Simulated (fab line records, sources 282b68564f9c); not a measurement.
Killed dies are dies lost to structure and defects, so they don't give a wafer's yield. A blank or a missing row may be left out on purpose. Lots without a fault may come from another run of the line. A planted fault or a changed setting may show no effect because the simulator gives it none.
Which tool did it? | flow rit_cmos | 13 lots, 39 wafers sampled, at 4 steps of a route of 202

WHAT THE GAUGES READ, wafer by wafer
RIT_WELLDRIVE_RS_MEAS_02: measures by four-point-probe. Usual: PWELL_RS 429.6 ohm/sq, standard deviation 1.4.
lot  | measured    | on            | PWELL_RS (ohm/sq) | flag
L781 | day 2 10:28 | film_metro-04 | 431.3 430.0 430.0 |
L782 | day 2 17:33 | film_metro-04 | 429.3 427.4 428.3 |
L783 | day 2 23:59 | film_metro-01 | 431.6 432.0 430.1 |
L785 | day 3 11:50 | film_metro-01 | 430.1 431.4 430.8 |
L786 | day 3 14:16 | film_metro-04 | 431.4 430.2 430.6 |
L787 | day 3 18:46 | film_metro-01 | 430.6 428.5 431.6 |
L788 | day 3 23:05 | film_metro-01 | 428.5 428.2 429.2 |
L791 | day 4 13:06 | film_metro-04 | 429.1 430.3 429.2 |
L792 | day 4 17:44 | film_metro-01 | 428.9 430.1 431.8 |
L793 | day 4 22:07 | film_metro-01 | 429.1 431.1 431.1 |
L800 | day 6 11:43 | film_metro-01 | 429.9 432.3 430.2 |
L801 | day 6 13:53 | film_metro-04 | 429.5 430.1 428.8 |
L803 | day 7 01:41 | film_metro-02 | 425.7 426.1 428.3 |

RIT_M1_RS_MEAS_01: measures by four-point-probe. Usual: M1_AL_RS 0.0738 ohm/sq, standard deviation 0.00083.
lot  | measured    | on            | M1_AL_RS (ohm/sq)    | flag
L781 | day 3 18:04 | film_metro-02 | 0.0728 0.0737 0.0739 |
L782 | day 3 22:07 | film_metro-03 | 0.0728 0.0737 0.0733 |
L783 | day 4 03:16 | film_metro-02 | 0.0750 0.0740 0.0745 |
L785 | day 4 12:31 | film_metro-03 | 0.0742 0.0728 0.0731 |
L786 | day 4 16:41 | film_metro-03 | 0.0742 0.0732 0.0741 |
L787 | day 4 21:50 | film_metro-02 | 0.0728 0.0725 0.0736 |
L788 | day 5 02:06 | film_metro-02 | 0.0742 0.0751 0.0738 |
L791 | day 5 16:19 | film_metro-03 | 0.0745 0.0730 0.0734 |
L792 | day 5 19:09 | film_metro-03 | 0.0735 0.0732 0.0746 |
L793 | day 6 01:32 | film_metro-01 | 0.0745 0.0745        |
L800 | day 7 14:32 | film_metro-01 | 0.0723 0.0744 0.0744 |
L801 | day 7 16:53 | film_metro-03 | 0.0752 0.0741 0.0748 |
L803 | day 8 07:38 | film_metro-01 | 0.0732 0.0736 0.0731 |

WHICH TOOL RAN EACH LOT (tool, then ch and the chambers of the sampled wafers, then the start)
lot  | RIT_SILICIDE_RTA_06             | RIT_CONTACT_ETCH_11
L781 | rtp_anneal-01 ch 0, day 3 15:03 | rie_diel-02 ch 1,2,3, day 3 16:56
L782 | rtp_anneal-02 ch 0, day 3 19:26 | rie_diel-02 ch 0,1,3, day 3 20:58
L783 | rtp_anneal-01 ch 0, day 4 00:31 | rie_diel-04 ch 2,3, day 4 02:06
L785 | rtp_anneal-01 ch 0, day 4 09:50 | rie_diel-02 ch 0,1,3, day 4 11:22
L786 | rtp_anneal-02 ch 0, day 4 13:57 | rie_diel-02 ch 1,3, day 4 15:31
L787 | rtp_anneal-01 ch 0, day 4 19:14 | rie_diel-03 ch 1,2, day 4 20:40
L788 | rtp_anneal-02 ch 0, day 4 23:12 | rie_diel-04 ch 0,3, day 5 00:58
L791 | rtp_anneal-01 ch 0, day 5 13:37 | rie_diel-02 ch 0,2, day 5 15:11
L792 | rtp_anneal-02 ch 0, day 5 16:13 | rie_diel-04 ch 0,3, day 5 17:47
L793 | rtp_anneal-01 ch 0, day 5 22:50 | rie_diel-04 ch 0,1,2, day 6 00:23
L800 | rtp_anneal-02 ch 0, day 7 11:56 | rie_diel-02 ch 0,1,3, day 7 13:22
L801 | rtp_anneal-01 ch 0, day 7 14:09 | rie_diel-03 ch 0,1,3, day 7 15:44
L803 | rtp_anneal-01 ch 0, day 8 04:38 | rie_diel-02 ch 0,2,3, day 8 06:20
- RIT_SILICIDE_RTA_06: time 10 s, ramp up 5 s, ramp down 10 s.
- RIT_CONTACT_ETCH_11: etches SiO2 in CHF3/CF4/Ar, stops on TiSi2, target depth 480 nm, time 320 s.

WHAT THE TOOLS THEMSELVES READ (means of the sampled wafers that have a number; where no wafer has one, the mark that the record gives instead)
RIT_SILICIDE_RTA_06. Usual: wafer_temp_C_max 752.9, standard deviation 0.79.
lot  | tool          | wafer_temp_C_max | flag
L781 | rtp_anneal-01 | 753.7            |
L782 | rtp_anneal-02 | 752.0            |
L783 | rtp_anneal-01 | 753.0            |
L785 | rtp_anneal-01 | 753.7            |
L786 | rtp_anneal-02 | 753.2            |
L787 | rtp_anneal-01 | 753.5            |
L788 | rtp_anneal-02 | 752.6            |
L791 | rtp_anneal-01 | 752.8            |
L792 | rtp_anneal-02 | 751.9            |
L793 | rtp_anneal-01 | 753.1            |
L800 | rtp_anneal-02 | 752.3            |
L801 | rtp_anneal-01 | 753.5            |
L803 | rtp_anneal-01 | 754.2            |

RIT_CONTACT_ETCH_11. Usual: drypump_motor_current_A 5.7 A, standard deviation 0.48; mfc_ar_sccm 100.0 sccm, standard deviation 0.31; oes_product_au 0.989 a.u., standard deviation 0.015; rf_fwd_power_W 199.7 W, standard deviation 0.54; throttle_valve_pct 8.80 %, standard deviation 0.1.
lot  | tool        | drypump_motor_current_A (A) | mfc_ar_sccm (sccm) | oes_product_au (a.u.) | rf_fwd_power_W (W) | throttle_valve_pct (%) | flag
L781 | rie_diel-02 | 6.2                         | 100.1              | 1.006                 | 198.9              | 8.84                   |
L782 | rie_diel-02 | 5.7                         | 99.9               | 0.997                 | 200.1              | 8.83                   |
L783 | rie_diel-04 | 5.6                         | 100.1              | 0.971                 | 199.4              | 8.66                   |
L785 | rie_diel-02 | 5.7                         | 100.1              | 0.990                 | 199.6              | 8.83                   |
L786 | rie_diel-02 | 6.0                         | 100.4              | 0.997                 | 199.5              | 8.83                   |
L787 | rie_diel-03 | 5.0                         | 100.2              | 0.979                 | 199.7              | 8.81                   |
L788 | rie_diel-04 | 5.5                         | 99.8               | 0.985                 | 199.7              | 8.85                   |
L791 | rie_diel-02 | 5.9                         | 99.7               | 1.007                 | 199.6              | 8.81                   |
L792 | rie_diel-04 | 5.5                         | 100.3              | 0.989                 | 199.4              | 8.87                   |
L793 | rie_diel-04 | 5.6                         | 100.1              | 0.976                 | 172.5              | 8.87                   | OFF
L800 | rie_diel-02 | 5.8                         | 100.0              | 0.991                 | 199.8              | 8.83                   |
L801 | rie_diel-03 | 5.6                         | 100.1              | 0.998                 | 199.4              | 8.78                   |
L803 | rie_diel-02 | 6.0                         | 99.8               | 0.998                 | 200.1              | 8.83                   |

THE ANSWER, worked out from the rows above alone
Rule: a lot is off if the mean of its wafers that have a number lies more than 3 standard deviations from the usual mean. A lot without any number at a reading at which 4 lots or more have one is off too. The other lots that the step has rows for count as sound. The gauges are gone through in route order, then the tools' own readings, and for those a lot's mean is taken as printed above. The first step at which some lot is off is used, and at that step the reading that is off furthest; a lot without a number counts as furthest.
Off: L793, at RIT_CONTACT_ETCH_11 (rf_fwd_power_W).
A tool fits if, at that step or a process step before it, it ran every lot that is off, and no sound lot after the first of them. One fits: rie_diel-04 at RIT_CONTACT_ETCH_11. Its last sound lot is L792 (day 5 17:47), its first lot that is off L793 (day 6 00:23): a fault that began between those two fits.
The tool's own readings at RIT_CONTACT_ETCH_11 bear it out: on the lots that are off they differ by more than 5 times the standard deviation of the sound lots' means. rf_fwd_power_W reads 172.5 W there against 199.6 W on the sound lots.

WHAT THE SIMULATOR HAD PUT IN
Process parameter drift: rie_diel-04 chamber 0, from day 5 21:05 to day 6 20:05, at RIT_CONTACT_ETCH_11. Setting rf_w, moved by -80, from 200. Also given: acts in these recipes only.
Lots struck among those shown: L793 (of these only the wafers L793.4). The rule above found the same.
